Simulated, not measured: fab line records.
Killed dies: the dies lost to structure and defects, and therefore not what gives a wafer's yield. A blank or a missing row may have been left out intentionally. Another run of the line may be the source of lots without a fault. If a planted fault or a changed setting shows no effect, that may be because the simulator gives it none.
A struck lot beside a sound one | flow ritCmos | 20 out of 202 route steps
Sound: these wafers, L172.4, L172.5, L172.6. The struck wafers were L183.2, L183.3, L183.6. The cause comes at the end.
Each step with rows lists, per side, the tool, then ch with its chambers, then its first start. Under that, the readings that differ: sound wafers | struck wafers | difference of the means | sigmas: that difference in standard deviations of wafers without a fault.
alike: readings whose means differ by less than 2 such deviations, and words and numbers that are the same on both sides. not compared: withheld readings, readings that some wafer has no value for, bounds like >300 that may hide the same value, and numbers for which the record gives no deviation and whose values overlap.
Wherever a step has rows on one side only, a row that says differs or no value, or a row with sigmas, the two part there. Non-overlapping numbers with no deviation appear without sigmas and do not part them. A reading missing from all wafers of one side parts the sides only when that side holds two or more wafers.

first, 2 steps without rows for these wafers: RIT_NWELL_HARDBAKE_07 (time 120 s); RIT_NWELL_IMPLANT_08.
RIT_NWELL_STRIP_09: strips in O2, time 180 s.
  sound on plasmaAsher-04 ch 0,1, day 2 20:01; struck on plasmaAsher-01 ch 0,1, day 5 01:34
  alike: drypumpMotorCurrentA
  not compared: rfHoursCounterH
RIT_NWELL_TW_MEAS_10:
  sound: filmMetro-01 at day 2 20:10; struck: filmMetro-01 at day 5 01:46
  alike: NWELL_TW
then, 6 steps without rows for these wafers: RIT_PWELL_HMDS_00 (prime time 60 s); RIT_PWELL_COAT_01 (resist thk 1300 nm); RIT_PWELL_SOFTBAKE_02 (time 60 s); RIT_PWELL_EXPOSE_03 (exposes mask M3, target cd 43700 nm); RIT_PWELL_PEB_04; RIT_PWELL_DEVELOP_05 (develop time 68 s).
RIT_PWELL_OVL_MEAS_06:
  sound: overlay-02 at day 2 21:13; struck: overlay-01 at day 5 02:43
  alike: PWELL_OVL
then, 1 step without rows for these wafers: RIT_PWELL_HARDBAKE_07 (time 120 s).
RIT_PWELL_IMPLANT_08:
  sound on implanter-04 ch 0, day 2 21:34; struck on implanter-02 ch 0, day 5 03:01
reading                  | sound                | struck               | difference | sigmas
beamEnergyKeV            | 169.99 169.87 170.00 | 144.74 144.78 144.69 | -25.22     | -99 or more
model.implant.rpNm (nm)  | 485.4 485.4 485.4    | 436.1 436.1 436.1    | -49.3      | 
model.implant.drpNm (nm) | 102.9 102.9 102.9    | 96.66 96.66 96.66    | -6.24      | 
RIT_PWELL_STRIP_09: strips in O2, time 180 s.
  sound on plasmaAsher-04 ch 0,1, day 2 21:42; struck on plasmaAsher-04 ch 0,1, day 5 03:09
  alike: drypumpMotorCurrentA
  not compared: rfHoursCounterH
RIT_PWELL_TW_MEAS_10:
  sound: filmMetro-01 at day 2 21:50; struck: filmMetro-01 at day 5 03:20
  alike: PWELL_TW
then, 1 step without rows for these wafers: RIT_WELLDRIVE_ANNEAL_00 (time 14700 s).
RIT_WELLDRIVE_RS_MEAS_01: measurement is done with a four-point probe.
  sound: filmMetro-03 at day 3 03:01; struck: filmMetro-03 at day 5 12:05
  alike: NWELL_RS
RIT_WELLDRIVE_RS_MEAS_02: measurement is done with a four-point probe.
  sound: filmMetro-03 at day 3 03:08; struck: filmMetro-03 at day 5 12:12
reading           | sound             | struck            | difference | sigmas
PWELL_RS (ohm/sq) | 427.5 429.0 428.3 | 436.4 438.3 437.1 | +9.0       | +7
then, 1 step without rows for these wafers: RIT_NRETRO_HMDS_00 (prime time 60 s).
RIT_M1_PROBE_99:
  sound: prober-01 at day 4 15:57; struck: prober-02 at day 7 01:34
reading                             | sound                | struck               | difference | sigmas
model.etest.pwell.rsOhmSq           | 412.6 410.1 412.9    | 424.1 423.8 424.9    | +12.4      | 
model.etest.pwellPinched.rsOhmSq    | 463.8 456.2 459.8    | 469.3 467.4 470.4    | +9.1       | 
model.etest.nmos_0p3.driveUaUm      | 229.3 230.8 230.1    | 227.1 229.2 227.3    | -2.2       | 
model.etest.diodeNplusComb.cjFfUm2  | 2.618 2.587 2.629    | 2.648 2.634 2.647    | +0.032     | 
model.etest.diodeNplusPwell.cjFfUm2 | 2.051 2.044 2.045    | 2.072 2.061 2.06     | +0.018     | 
model.etest.capNGate.cMinFfUm2      | 2.407 2.394 2.412    | 2.419 2.43 2.439     | +0.025     | 
model.etest.nmos_0p3.vtSatV (V)     | 0.5388 0.5346 0.5313 | 0.5449 0.5496 0.5507 | +0.0135    | 
  alike: killedAtContacts, killedAtFrontEnd, killedDies, killedOnRim, killedOpen, killedShort
  not compared: model.etest.diodeNplusPwell.bvV

## WHERE THEY PART
Last at RIT_WELLDRIVE_RS_MEAS_02 as far as this record goes, first at RIT_PWELL_IMPLANT_08. Later steps at which nothing parts them and some readings are alike: RIT_M1_PROBE_99.

WHY: the cause the simulator had injected
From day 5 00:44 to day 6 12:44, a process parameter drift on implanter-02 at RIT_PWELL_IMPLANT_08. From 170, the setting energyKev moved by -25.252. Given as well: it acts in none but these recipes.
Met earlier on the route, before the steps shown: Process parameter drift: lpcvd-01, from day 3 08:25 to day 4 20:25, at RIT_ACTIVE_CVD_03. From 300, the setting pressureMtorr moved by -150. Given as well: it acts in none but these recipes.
